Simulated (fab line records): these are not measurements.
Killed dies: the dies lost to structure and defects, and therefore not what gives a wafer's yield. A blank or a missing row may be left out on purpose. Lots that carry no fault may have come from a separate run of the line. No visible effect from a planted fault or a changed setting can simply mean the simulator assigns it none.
fab line records -- flow ritCmos
record lots=15, wafers=45, lastDay=7
route steps=202 shown PRETRO@72
lots with no fault: from the same line, run without faults
startH: hours from the record's opening day to when the first of the lot's shown wafers began -- waitH: time in hours since the lot's previous step -- " repeats the value in the row above -- L1.1+2: a single row standing in for several wafers -- - value missing, or start not given -- * or withheld: withheld -- < > ~ a bound
route shown NAME@n: names a module that has steps shown in the file, with the first one's number in the route -- usual: mean and standard deviation over wafers with no fault -- same: alike in all rows -- chamber/n: place in a boat -- sites: each site's reading -- _std_site: standard deviation across them -- _edge_site: mean of outer sites minus mean of inner sites -- radiusMm: how far each site lies from the wafer's centre -- mask NAME#n: copy n -- behind: the tool/chamber that last shaped the wafer -- hold: cause of the lot's hold/its duration in hours/its outcome -- device: the transistor (n, p or np) that didn't switch -- end of line: the route-end tests of the same wafers -- a step without rows: its recipe alone -- killed: count of dies lost to structure and defects at first sort (not the wafer's yield) -- map: dies across one wafer; x = killed, . = not, _ = none there
set.NAME: setting as actually run; set.NAME@STEP: the setting as run at that earlier step -- model.NAME: the simulator's own value behind a step, which no gauge read
the route's steps for a sample of lots (tables are steps, rows are wafers)
services: when a tool's chamber went out of use (startH, in hours from the record's first day, below 0 if earlier), for how many hours, and the reason
## steps
# step RIT_PRETRO_IMPLANT_08
# recipe species=B, energyKev=45, doseCm2=1.2e+13, tiltDeg=7
# usual beamOnS=9.98/0.2, endStationPressureTorr=5e-06/3e-07, faradayCurrentUA=38.2/0.77
lot.wafer,tool,chamber,startH,waitH,beamOnS,endStationPressureTorr,faradayCurrentUA
L489.3,implanter-03,0,31.71,0.2,10.02,5.3e-06,38.0
L489.4,implanter-03,0,31.71,0.2,10.19,5.3e-06,37.5
L489.5,implanter-03,0,31.71,0.2,10.14,4.4e-06,37.8
L490.1,implanter-03,0,35.70,0.2,9.98,5e-06,38.2
L490.3,implanter-03,0,35.70,0.2,9.63,4.8e-06,39.3
L490.4,implanter-03,0,35.70,0.2,10.23,4.7e-06,37.3
L491.3,implanter-03,0,41.02,0.2,9.56,5.2e-06,39.8
L491.5,implanter-03,0,41.02,0.2,9.89,4.9e-06,38.5
L491.6,implanter-03,0,41.02,0.2,9.95,5.1e-06,38.4
L492.2,implanter-04,0,47.76,0.2,9.78,4.9e-06,39.0
L492.3,implanter-04,0,47.76,0.2,10.22,4.8e-06,37.2
L492.5,implanter-04,0,47.76,0.2,9.91,4.7e-06,38.5
L493.1,implanter-02,0,53.07,0.2,9.70,5.5e-06,39.2
L493.2,implanter-02,0,53.07,0.2,10.32,5.6e-06,36.9
L493.6,implanter-02,0,53.07,0.2,9.81,5.5e-06,38.8
L494.1,implanter-03,0,57.55,0.2,9.81,4.6e-06,38.6
L494.3,implanter-03,0,57.55,0.2,9.77,4.7e-06,39.0
L494.6,implanter-03,0,57.55,0.2,10.10,5.2e-06,37.6
L497.3,implanter-02,0,72.88,0.2,9.92,4.8e-06,38.4
L497.4,implanter-02,0,72.88,0.2,10.24,5.3e-06,37.2
L497.6,implanter-02,0,72.88,0.2,10.16,4.6e-06,37.4
L498.3,implanter-04,0,76.01,0.2,10.06,4.8e-06,37.8
L498.4,implanter-04,0,76.01,0.2,10.17,4.9e-06,37.5
L498.5,implanter-04,0,76.01,0.2,9.88,5.1e-06,38.3
L499.1,implanter-04,0,81.59,0.2,9.83,4.8e-06,38.5
L499.4,implanter-04,0,81.59,0.2,9.90,5.2e-06,38.4
L499.6,implanter-04,0,81.59,0.2,9.90,5.2e-06,38.5
L500.2,implanter-02,0,87.88,0.2,9.82,4.7e-06,38.6
L500.5,implanter-02,0,87.88,0.2,10.03,4.9e-06,37.8
L500.6,implanter-02,0,87.88,0.2,10.01,4.9e-06,38.1
L504.1,implanter-02,0,108.16,0.2,12.16,9.56e-05,31.6
L504.2,implanter-02,0,108.16,0.2,11.71,9.45e-05,32.8
L504.3,implanter-02,0,108.16,0.2,12.33,9.62e-05,31.2
L505.2,implanter-02,0,113.32,0.2,12.24,9.37e-05,31.3
L505.3,implanter-02,0,113.32,0.2,11.82,9.64e-05,32.6
L505.4,implanter-02,0,113.32,0.2,12.17,0.0001062,31.5
L506.1,implanter-03,0,117.29,0.2,9.94,4.6e-06,38.5
L506.3,implanter-03,0,117.29,0.2,9.95,4.8e-06,38.2
L506.5,implanter-03,0,117.29,0.2,10.04,5.4e-06,38.1
L507.1,implanter-02,0,120.69,0.2,12.16,0.0001031,31.8
L507.3,implanter-02,0,120.69,0.2,12.03,9.23e-05,31.9
L507.6,implanter-02,0,120.69,0.2,11.73,0.0001004,32.7
L509.1,implanter-03,0,131.75,0.2,9.77,4.8e-06,39.0
L509.3,implanter-03,0,131.75,0.2,9.74,5.4e-06,38.9
L509.5,implanter-03,0,131.75,0.2,10.20,4.7e-06,37.3
# step RIT_PRETRO_TW_MEAS_10
# usual PRETRO_TW=475/4.5
lot.wafer,tool,chamber,startH,waitH,PRETRO_TW
L489.3,filmMetro-02,-,32.00,0.1,470
L489.4,filmMetro-02,-,32.00,0.1,472
L489.5,filmMetro-02,-,32.00,0.1,473
L490.1,filmMetro-02,-,36.02,0.1,471
L490.3,filmMetro-02,-,36.02,0.1,474
L490.4,filmMetro-02,-,36.02,0.1,474
L491.3,filmMetro-04,-,41.31,0.1,484
L491.5,filmMetro-04,-,41.31,0.1,481
L491.6,filmMetro-04,-,41.31,0.1,486
L492.2,filmMetro-03,-,48.07,0.1,471
L492.3,filmMetro-03,-,48.07,0.1,470
L492.5,filmMetro-03,-,48.07,0.1,471
L493.1,filmMetro-04,-,53.39,0.1,482
L493.2,filmMetro-04,-,53.39,0.1,482
L493.6,filmMetro-04,-,53.39,0.1,478
L494.1,filmMetro-02,-,57.87,0.1,473
L494.3,filmMetro-02,-,57.87,0.1,474
L494.6,filmMetro-02,-,57.87,0.1,473
L497.3,filmMetro-02,-,73.18,0.1,473
L497.4,filmMetro-02,-,73.18,0.1,472
L497.6,filmMetro-02,-,73.18,0.1,474
L498.3,filmMetro-04,-,76.30,0.1,485
L498.4,filmMetro-04,-,76.30,0.1,483
L498.5,filmMetro-04,-,76.30,0.1,485
L499.1,filmMetro-03,-,81.91,0.1,473
L499.4,filmMetro-03,-,81.91,0.1,472
L499.6,filmMetro-03,-,81.91,0.1,473
L500.2,filmMetro-04,-,88.19,0.1,484
L500.5,filmMetro-04,-,88.19,0.1,483
L500.6,filmMetro-04,-,88.19,0.1,482
L504.1,filmMetro-02,-,108.48,0.1,501
L504.2,filmMetro-02,-,108.48,0.1,504
L504.3,filmMetro-02,-,108.48,0.1,504
L505.2,filmMetro-02,-,113.63,0.1,500
L505.3,filmMetro-02,-,113.63,0.1,500
L505.4,filmMetro-02,-,113.63,0.1,499
L506.1,filmMetro-03,-,117.62,0.1,469
L506.3,filmMetro-03,-,117.62,0.1,472
L506.5,filmMetro-03,-,117.62,0.1,469
L507.1,filmMetro-02,-,121.02,0.1,500
L507.3,filmMetro-02,-,121.02,0.1,499
L507.6,filmMetro-02,-,121.02,0.1,502
L509.1,filmMetro-04,-,132.08,0.1,475
L509.3,filmMetro-04,-,132.08,0.1,478
L509.5,filmMetro-04,-,132.08,0.1,476
## services
tool,chamber,startH,hours,kind
implanter-02,-,25.15,0.7,repair
implanter-04,-,27.00,2.8,repair
implanter-04,-,37.16,0.6,repair
implanter-02,-,41.72,3.7,repair
implanter-03,-,41.97,2.5,repair
implanter-04,-,47.88,2.1,pm
implanter-04,-,106.25,1.9,repair
implanter-03,-,113.44,3.2,repair
## key
firstSign step=RIT_PRETRO_IMPLANT_08, reading=endStationPressureTorr, direction=up, sigmas=99+, usual=5e-06, struck=9.76e-05
effect step=RIT_PRETRO_IMPLANT_08, reading=beamOnS, direction=up, sigmas=10, usual=9.98, struck=12.04
effect step=RIT_PRETRO_TW_MEAS_10, reading=PRETRO_TW, direction=up, sigmas=5.7, usual=475, struck=501
metAt RIT_PRETRO_IMPLANT_08
struckLots L504,L505,L507
testerLeftOut L504,L505,L507
onsetBetween 87.88 108.16
fault kind=processParameterDrift, tool=implanter-02, chamber=-, onsetH=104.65, steps=RIT_PRETRO_IMPLANT_08, channel=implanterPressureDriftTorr, offset=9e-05, shape=step, endH=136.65
fault kind=processParameterDrift, tool=implanter-02, chamber=-, onsetH=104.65, steps=RIT_PRETRO_IMPLANT_08, channel=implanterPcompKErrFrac, offset=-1, shape=step, endH=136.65
# testerLeftOut: of these lots the tester's yield and bins aren't shown, on N5 and GAA mostly nor the transistor test; their killed dies are dies lost to structure and defects alone, not to doping, threshold or leakage, so they don't give the yield
